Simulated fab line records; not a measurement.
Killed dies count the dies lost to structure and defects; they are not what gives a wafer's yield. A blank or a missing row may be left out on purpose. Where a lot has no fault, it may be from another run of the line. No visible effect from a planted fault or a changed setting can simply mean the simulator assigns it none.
2 desks looking at one fault	flow berkeley_cmos170	each desk has only its own numbers; what lay behind them comes last

DESK OF THE TOOL OWNER: implanter-03
The tool's own readings at UCB170_PLDD_IMPLANT_08, given as means over the sampled wafers that have a number, one for each lot that went through this tool. A lot is out of limits, marked OUT, if its mean lies more than 4 standard deviations from the usual mean; the brackets give that distance.
Columns: A = beam_energy_keV at UCB170_PLDD_IMPLANT_08, usual 9.9993; B = beam_on_s at UCB170_PLDD_IMPLANT_08, usual 10.4 s; C = faraday_current_uA at UCB170_PLDD_IMPLANT_08, usual 152
lot	first seen here	A	B	C
L614	day 9 08:24	9.9999	11.0	145
L615	day 9 09:15	9.9990	11.4	140
L618	day 9 21:26	9.1310 (-99 or more) OUT	12.9 (+4.1) OUT	123
L620	day 10 06:56	9.1328 (-99 or more) OUT	12.9 (+4.2) OUT	123
L621	day 10 20:44	9.1319 (-99 or more) OUT	12.6	126
This desk's verdict: out of limits on L618, L620, L621, starting with L618 at day 9 21:26 (beam_energy_keV at UCB170_PLDD_IMPLANT_08). In limits: L614, L615.

FROM THE METROLOGY DESK
Means of the sampled wafers that have a number, per lot and without regard to the tool the lot ran on: this is what the gauges read. A lot is out of limits, marked OUT, if its mean lies more than 4 standard deviations from the usual mean; the brackets give that distance.
Columns: A = WELLDRIVE_OXIDE_THK at UCB170_WELLDRIVE_THK_MEAS_02, usual 200 nm; B = cd_nm at UCB170_CONTACT_CD_MEAS_90, usual 700.5 nm
lot	first seen here	A	B
L609	day 4 02:43	199	700.7
L610	day 4 08:50	198	699.6
L612	day 4 19:46	198	699.3
L614	day 5 01:40	200	698.9
L615	day 5 05:26	197	698.8
L617	day 5 13:37	203	702.5
L618	day 5 20:07	194	700.2
L620	day 6 07:37	199	700.4
L621	day 6 16:47	198	703.9
L622	day 6 16:47	200	700.5
L625	day 7 13:01	202	698.7
L626	day 7 13:02	202	699.0
L627	day 8 07:21	198	700.8
L628	day 8 07:21	201	699.2
L630	day 8 23:16	203	702.0
Result from this desk: across the 15 lots, nothing is out of limits.

BROUGHT TOGETHER
The tool owner's desk could have raised an alarm at day 9 21:26, on L618, L620, L621.
At the metrology desk, nothing out of limits was observed.
The metrology desk holds a record of L618, L620, L621, inside its limits.
The lots listed all ran UCB170_PLDD_IMPLANT_08 on implanter-03.

WHAT THE SIMULATOR PUT IN
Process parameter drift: implanter-03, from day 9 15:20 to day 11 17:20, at UCB170_PLDD_IMPLANT_08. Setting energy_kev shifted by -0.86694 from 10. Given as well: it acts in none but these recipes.
Shown lots that were struck: L618, L620, L621.
Time in hours from fault onset to the first out-of-limits reading at each desk: the tool owner's desk, 6.
